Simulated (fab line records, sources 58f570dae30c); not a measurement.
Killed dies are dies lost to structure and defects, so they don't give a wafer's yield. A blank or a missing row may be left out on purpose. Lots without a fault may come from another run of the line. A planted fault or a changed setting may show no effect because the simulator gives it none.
One fault seen from 2 desks | flow berkeley_cmos170 | each desk has only its own numbers; what lay behind them comes last

THE TOOL OWNER'S DESK: plasma_asher-04
The tool's own readings at UCB170_M2_STRIP_07 (strips in O2): means of the sampled wafers that have a number, for each lot that ran on this tool. A lot is out of limits, marked OUT, if its mean lies more than 4 standard deviations from the usual mean; the brackets give that distance.
Columns: A = drypump_motor_current_A at UCB170_M2_STRIP_07, usual 6.0 A; B = oes_product_au at UCB170_M2_STRIP_07, usual 0.735 a.u.; C = strip_time_to_endpoint_s at UCB170_M2_STRIP_07, usual 21.94 s
lot  | first seen here | A   | B     | C
L609 | day 10 15:33    | 5.5 | 0.736 | 22.02
L611 | day 11 06:52    | 5.5 | 0.731 | 21.91
This desk's finding: nothing out of limits on any of the 2 lots.

THE METROLOGY DESK
What the gauges read, lot by lot, whatever tool the lot ran on: means of the sampled wafers that have a number. A lot is out of limits, marked OUT, if its mean lies more than 4 standard deviations from the usual mean; the brackets give that distance. Of its 13 readings 7 are shown: those that lie furthest out on some lot.
Columns: A = cd_nm at UCB170_V1_CD_MEAS_12, usual 699.9 nm; B = cd_nm at UCB170_V1_CD_MEAS_90, usual 699.4 nm; C = M2_AL_THK at UCB170_M2_THK_MEAS_03, usual 884 nm; D = cd_nm at UCB170_M2_CD_MEAS_15, usual 699.6 nm; E = V2_TEOS_THK at UCB170_V2_THK_MEAS_01, usual 2004 nm; F = V2_BOW at UCB170_V2_BOW_MEAS_03, usual 38 um; G = V2_OVL at UCB170_V2_OVL_MEAS_13, usual -2 nm
lot  | first seen here | A     | B     | C   | D     | E    | F  | G
L605 | day 9 17:17     | 700.5 | 699.9 | 897 | 699.5 | 1993 | 39 | -4
L609 | day 10 13:58    | 699.1 | 698.8 | 889 | 701.6 | 2025 | 34 | 6
L611 | day 11 05:32    | 700.4 | 700.6 | 885 | 700.3 | 2033 | 29 | -1
L616 | day 12 18:13    | 700.1 | 699.2 | 895 | 700.7 | 2005 | 39 | 5
L621 | day 12 21:41    | 698.5 | 697.8 | 887 | 699.3 | 1973 | 39 | 8
This desk's finding: nothing out of limits on any of the 5 lots.

PUT TOGETHER
The tool owner's desk saw nothing out of limits.
The metrology desk saw nothing out of limits.

WHAT THE SIMULATOR HAD PUT IN
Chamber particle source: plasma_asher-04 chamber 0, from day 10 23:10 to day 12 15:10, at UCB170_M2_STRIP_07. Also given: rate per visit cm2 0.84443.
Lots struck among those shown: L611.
